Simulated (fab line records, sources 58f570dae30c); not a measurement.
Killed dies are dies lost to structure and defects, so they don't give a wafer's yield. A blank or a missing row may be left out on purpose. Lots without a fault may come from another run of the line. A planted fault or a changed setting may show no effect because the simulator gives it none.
One fault seen from 2 desks | flow berkeley_cmos170 | each desk has only its own numbers; what lay behind them comes last

THE TOOL OWNER'S DESK: rie_diel-02
The tool's own readings at UCB170_SPACER_ETCHBACK_03 (etches SiO2 in CHF3/CF4/Ar, stops on Si, target depth 376 nm, time 100 s): means of the sampled wafers that have a number, for each lot that ran on this tool. A lot is out of limits, marked OUT, if its mean lies more than 4 standard deviations from the usual mean; the brackets give that distance.
Columns: A = drypump_motor_current_A at UCB170_SPACER_ETCHBACK_03, usual 5.9 A; B = oes_product_au at UCB170_SPACER_ETCHBACK_03, usual 0.908 a.u.; C = rf_fwd_power_W at UCB170_SPACER_ETCHBACK_03, usual 497.0 W; D = throttle_valve_pct at UCB170_SPACER_ETCHBACK_03, usual 6.47 %
lot  | first seen here | A   | B     | C               | D
L313 | day 8 09:04     | 5.2 | 0.903 | 498.1           | 6.49
L320 | day 10 01:13    | 5.7 | 0.909 | 469.1 (-17) OUT | 6.46
This desk's finding: out of limits on L320; first on L320, day 10 01:13 (rf_fwd_power_W at UCB170_SPACER_ETCHBACK_03). In limits: L313.

THE METROLOGY DESK
What the gauges read, lot by lot, whatever tool the lot ran on: means of the sampled wafers that have a number. A lot is out of limits, marked OUT, if its mean lies more than 4 standard deviations from the usual mean; the brackets give that distance.
Columns: A = cd_nm at UCB170_NLDD_CD_MEAS_06, usual 1200.2 nm; B = NLDD_OVL at UCB170_NLDD_OVL_MEAS_07, usual -3 nm; C = NLDD_TW at UCB170_NLDD_TW_MEAS_11, usual 2233; D = SPACER_TEOS_THK at UCB170_SPACER_THK_MEAS_01, usual 378 nm
lot  | first seen here | A      | B   | C    | D
L313 | day 8 05:27     | 1197.7 | -5  | 2207 | 380
L320 | day 9 21:17     | 1201.9 | -0  | 2212 | 378
L328 | day 11 01:46    | 1199.5 | 4   | 2202 | 380
L331 | day 11 10:08    | 1200.5 | -1  | 2239 | 376
L333 | day 12 00:06    | 1200.5 | -11 | 2238 | 373
This desk's finding: nothing out of limits on any of the 5 lots.

PUT TOGETHER
The tool owner's desk could have raised an alarm at day 10 01:13, on L320.
The metrology desk saw nothing out of limits.
The metrology desk has L320 on record, within its limits.
Of the lots named, all ran UCB170_SPACER_ETCHBACK_03 on rie_diel-02.

WHAT THE SIMULATOR HAD PUT IN
Process parameter drift: rie_diel-02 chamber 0, from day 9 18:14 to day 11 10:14, at UCB170_SPACER_ETCHBACK_03. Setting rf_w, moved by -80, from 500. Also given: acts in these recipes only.
Lots struck among those shown: L320.
Hours from the fault's start to each desk's first reading out of limits: the tool owner's desk, 7.
